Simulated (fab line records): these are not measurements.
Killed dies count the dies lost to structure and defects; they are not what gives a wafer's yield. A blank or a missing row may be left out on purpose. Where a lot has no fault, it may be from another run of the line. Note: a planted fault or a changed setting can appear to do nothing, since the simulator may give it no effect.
A lot that was struck, set against a sound lot + flow berkeley cmos170 + 43 steps out of a route of 331
Sound: these wafers, L758.1, L758.3, L758.4. Wafers struck: L768.2, L768.3, L768.4. At the end, the cause is stated.
At each step with rows: each side's tool, then ch and its chambers, then its first start. Under that, the readings that differ: sound wafers + struck wafers + difference of the means + sigmas: that difference in standard deviations of wafers without a fault.
alike: same words and numbers on both sides, and readings whose means sit less than 2 such deviations apart. not compared: any withheld reading, any reading some wafer has no value for, any bound like >300 that may hide the same value, and any number with overlapping values for which the record gives no deviation.
Wherever a step has rows on one side only, a row that says differs or no value, or a row with sigmas, the two part there. Non-overlapping numbers with no deviation appear without sigmas and do not part them. A reading that every wafer of one side lacks parts them only if that side has two wafers or more.

UCB170_SCREENOX_THK_MEAS_02:
  sound on film metro-03 at day 6 07:14; struck on film metro-01 at day 8 05:35
  alike: SCREENOX_OXIDE_THK
then, 7 steps without rows for these wafers: UCB170_SCREENOX_ANNEAL_03 (time 900 s); UCB170_NVT_HMDS_00 (prime time 60 s); UCB170_NVT_COAT_01 (resist thk 900 nm); UCB170_NVT_SOFTBAKE_02 (time 60 s); UCB170_NVT_EXPOSE_03 (exposes mask PWELL, target cd 3000 nm); UCB170_NVT_PEB_04; UCB170_NVT_DEVELOP_05 (develop time 45 s).
UCB170_NVT_OVL_MEAS_06:
  sound on overlay-01 at day 6 14:37; struck on overlay-01 at day 8 12:56
  alike: NVT_OVL
next, for these wafers, 1 step has no rows: UCB170_NVT_IMPLANT_07.
UCB170_NVT_STRIP_08: strips in O2.
  sound on plasma asher-03 ch 0,1, day 6 14:49; struck on plasma asher-02 ch 0,1, day 8 13:07
  alike: drypump motor current A, oes product au, strip time to endpoint s
  not compared: rf hours counter h
UCB170_NVT_TW_MEAS_09:
  sound on film metro-01 at day 6 14:55; struck on film metro-02 at day 8 13:13
  alike: NVT_TW
UCB170_NVT_CLEAN_10: cleans in SPM, time 600 s.
  sound on wet bench-01 ch 0, day 6 14:58; struck on wet bench-03 ch 0, day 8 13:16
  alike: bath guard temp C
then, 6 steps without rows for these wafers: UCB170_PVT_HMDS_00 (prime time 60 s); UCB170_PVT_COAT_01 (resist thk 900 nm); UCB170_PVT_SOFTBAKE_02 (time 60 s); UCB170_PVT_EXPOSE_03 (exposes mask NWELL, target cd 3000 nm); UCB170_PVT_PEB_04; UCB170_PVT_DEVELOP_05 (develop time 45 s).
UCB170_PVT_OVL_MEAS_06:
  sound on overlay-01 at day 6 17:17; struck on overlay-01 at day 8 14:28
  alike: PVT_OVL
next, for these wafers, 1 step has no rows: UCB170_PVT_IMPLANT_07.
UCB170_PVT_STRIP_08: strips in O2.
  sound on plasma asher-04 ch 0,1, day 6 17:29; struck on plasma asher-02 ch 0,1, day 8 14:38
  alike: drypump motor current A, oes product au, strip time to endpoint s
  not compared: rf hours counter h
UCB170_PVT_TW_MEAS_09:
  sound on film metro-03 at day 6 17:35; struck on film metro-03 at day 8 14:46
  alike: PVT_TW
then, 1 step without rows for these wafers: UCB170_GATE_WET_ETCH_00 (etches SiO2 in dHF, time 200 s).
UCB170_FIELD_THK_MEAS_91:
  sound on film metro-04 at day 6 17:42; struck on film metro-04 at day 8 14:53
  alike: FIELD_OXIDE_LEFT_2_THK
then, 1 step without rows for these wafers: UCB170_GATE_OXIDATION_01 (target thk 6.6 nm, ox time 1800 s).
UCB170_GATE_THK_MEAS_02:
  sound on film metro-02 at day 7 01:03; struck on film metro-01 at day 8 21:10
  alike: GATE_OXIDE_THK
then, 2 steps without rows for these wafers: UCB170_GATE_ANNEAL_03 (time 1800 s); UCB170_GATE_CVD_04 (deposits poly-Si from SiH4, time 1440 s, target thk 214 nm).
UCB170_GATE_THK_MEAS_05:
  sound on film metro-02 at day 7 08:31; struck on film metro-01 at day 9 05:15
  alike: GATE_POLY_THK
then, 6 steps without rows for these wafers: UCB170_GATE_COAT_06; UCB170_GATE_COAT_07 (resist thk 900 nm); UCB170_GATE_SOFTBAKE_08 (time 60 s); UCB170_GATE_EXPOSE_09 (exposes mask POLY, target cd 350 nm); UCB170_GATE_PEB_10; UCB170_GATE_DEVELOP_11 (develop time 45 s).
UCB170_GATE_CD_MEAS_12 targets a cd of 350 nm.
  sound on cd sem-01 at day 7 10:14; struck on cd sem-02 at day 9 06:33
  alike: cd nm
UCB170_GATE_OVL_MEAS_13:
  sound on overlay-02 at day 7 10:21; struck on overlay-01 at day 9 06:39
  alike: GATE_OVL
UCB170_GATE_ETCH_14: etches BARC in N2/H2.
  sound on rie diel-01 ch 0,2, day 7 10:23; struck on rie diel-02 ch 0,1,2, day 9 06:41
  alike: bias w, drypump motor current A, oes product au, throttle valve pct
UCB170_GATE_ETCH_15: etches poly-Si in HBr/Cl2, stops on SiO2, time 56.3 s, target depth 278.2 nm.
  sound on rie si-01 ch 1,2,3, day 7 10:26; struck on rie si-02 ch 1,3, day 9 06:43
  alike: bias w, drypump motor current A, oes product au, throttle valve pct
  not compared: rf hours counter h
UCB170_GATE_STRIP_16: strips in O2.
  sound on plasma asher-03 ch 0,1, day 7 10:29; struck on plasma asher-01 ch 0,1, day 9 06:46
  alike: drypump motor current A, oes product au
  not compared: rf hours counter h
UCB170_GATE_CD_MEAS_90 targets a cd of 350 nm.
  sound on cd sem-02 at day 7 10:35; struck on cd sem-01 at day 9 06:53
  alike: cd nm
UCB170_M3_PROBE_99:
  rows exist in the record for the struck wafers here (prober-01, day 10 18:42), but not for the sound ones

WHERE THEY PART
UCB170_M3_PROBE_99 only, going by this record.

WHY: whatever the simulator had introduced
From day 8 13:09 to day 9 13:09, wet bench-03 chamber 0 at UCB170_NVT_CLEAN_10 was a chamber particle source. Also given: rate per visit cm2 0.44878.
